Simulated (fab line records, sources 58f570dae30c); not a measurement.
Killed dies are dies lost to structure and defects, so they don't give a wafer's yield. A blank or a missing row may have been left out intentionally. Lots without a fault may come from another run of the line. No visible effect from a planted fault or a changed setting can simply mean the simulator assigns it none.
Which tool did it? | flow berkeley-cmos170 | 14 lots, 42 wafers sampled, at 3 steps of a route of 331

WHAT THE GAUGES SHOWED, per wafer
UCB170_M3_RS_MEAS_02: uses a four-point probe to measure.
lot  | measured     | on            | M3_AL_RS (ohm/sq)
L473 | day 7 17:04  | film-metro-02 | 0.0325 0.0322 0.0327
L476 | day 8 03:49  | film-metro-03 | 0.0323 0.0326 0.0323
L477 | day 8 04:18  | film-metro-02 | 0.0331 0.0324 0.0327
L478 | day 8 14:10  | film-metro-03 | 0.0322 0.0323 0.0326
L479 | day 9 00:22  | film-metro-03 | 0.0321 0.0322 0.0324
L480 | day 9 12:27  | film-metro-03 | 0.0325 0.0320 0.0322
L482 | day 9 12:50  | film-metro-04 | 0.0160 0.0161 0.0159
L481 | day 9 15:02  | film-metro-02 | 0.0323 0.0327 0.0323
L483 | day 9 15:59  | film-metro-03 | 0.0326 0.0326 0.0326
L484 | day 9 19:34  | film-metro-03 | 0.0163 0.0163 0.0160
L492 | day 11 02:57 | film-metro-02 | 0.0325 0.0325 0.0327
L496 | day 12 01:47 | film-metro-03 | 0.0329 0.0326 0.0320
L494 | day 12 02:02 | film-metro-04 | 0.0328 0.0325 0.0322
L495 | day 12 02:53 | film-metro-04 | 0.0332 0.0330 0.0328

UCB170_M3_THK_MEAS_03: measures by xrf.
lot  | measured     | on            | M3_AL_THK (nm)
L473 | day 7 17:11  | film-metro-02 | 898 897 888
L476 | day 8 03:56  | film-metro-03 | 899 884 899
L477 | day 8 04:25  | film-metro-02 | 878 895 888
L478 | day 8 14:16  | film-metro-03 | 898 899 890
L479 | day 9 00:28  | film-metro-03 | 904 900 896
L480 | day 9 12:34  | film-metro-03 | 891 909 897
L482 | day 9 12:56  | film-metro-04 | 1810 1798 1826
L481 | day 9 15:08  | film-metro-02 | 891 882 899
L483 | day 9 16:05  | film-metro-03 | 889 890 889
L484 | day 9 19:43  | film-metro-03 | 1766 1777 1792
L492 | day 11 03:04 | film-metro-02 | 888 894 882
L496 | day 12 01:54 | film-metro-03 | 882 885 906
L494 | day 12 02:10 | film-metro-04 | 894 904 907
L495 | day 12 03:00 | film-metro-04 | 886 891 896

WHICH TOOL RAN EACH LOT (tool, then ch and the chambers of the sampled wafers, then the start)
lot  | UCB170_M3_SPUTTER_01
L473 | pvd-sputter-01, day 7 16:58
L476 | pvd-sputter-03, day 8 03:44
L477 | pvd-sputter-04, day 8 04:12
L478 | pvd-sputter-03, day 8 14:01
L479 | pvd-sputter-04, day 9 00:15
L480 | pvd-sputter-01, day 9 12:22
L482 | pvd-sputter-03, day 9 12:28
L481 | pvd-sputter-01, day 9 14:55
L483 | pvd-sputter-03, day 9 15:53
L484 | pvd-sputter-04, day 9 19:14
L492 | pvd-sputter-01, day 11 02:52
L496 | pvd-sputter-04, day 12 01:41
L494 | pvd-sputter-01, day 12 01:58
L495 | pvd-sputter-04, day 12 02:47
- UCB170_M3_SPUTTER_01: material Al, target thk 900 nm, time 120 s.

AS READ BY THE TOOLS THEMSELVES (means over the sampled wafers that have a number; for cases with no such wafer, the mark the record gives instead)
UCB170_M3_SPUTTER_01.
lot  | tool           | throttle-valve-pct (%)
L473 | pvd-sputter-01 | 30.1
L476 | pvd-sputter-03 | 30.5
L477 | pvd-sputter-04 | 30.0
L478 | pvd-sputter-03 | 30.1
L479 | pvd-sputter-04 | 30.1
L480 | pvd-sputter-01 | 29.3
L482 | pvd-sputter-03 | 30.2
L481 | pvd-sputter-01 | 30.0
L483 | pvd-sputter-03 | 30.1
L484 | pvd-sputter-04 | 30.1
L492 | pvd-sputter-01 | 29.8
L496 | pvd-sputter-04 | 30.1
L494 | pvd-sputter-01 | 30.3
L495 | pvd-sputter-04 | 29.8

THE ANSWER, worked out from the rows above alone
Rule: the usual values come from the lots themselves. Put in order of their means at a reading, lots are off if they are a third of the lots or fewer, leave a main group of 4 or more, and stand apart from it by a gap of 3 or more times the standard deviation of the main group's means; of several such gaps the widest counts. Not used: any main group whose means are identical at the precision the tables above print for the reading. Also off: a lot with no number at a reading for which 4 or more lots have one. Where the step has rows for the other lots, those lots are counted as sound. Order of review: gauges by route order, followed by the tools' own readings, for which a lot's mean as printed above is used. The first step at which some lot is off is used, and at that step the reading that is off furthest; a lot without a number counts as furthest.
Off: at UCB170_M3_RS_MEAS_02 (M3_AL_RS), L482, L484. The main group has a mean of 0.0325 ohm/sq with a standard deviation of 0.0002.
A tool fits if, at a process step before that reading, it ran every lot that is off, and no sound lot after the first of them. The gauges at UCB170_M3_RS_MEAS_02 are tried like those tools. Of those tried, none fits.

WHAT WAS PUT IN BY THE SIMULATOR
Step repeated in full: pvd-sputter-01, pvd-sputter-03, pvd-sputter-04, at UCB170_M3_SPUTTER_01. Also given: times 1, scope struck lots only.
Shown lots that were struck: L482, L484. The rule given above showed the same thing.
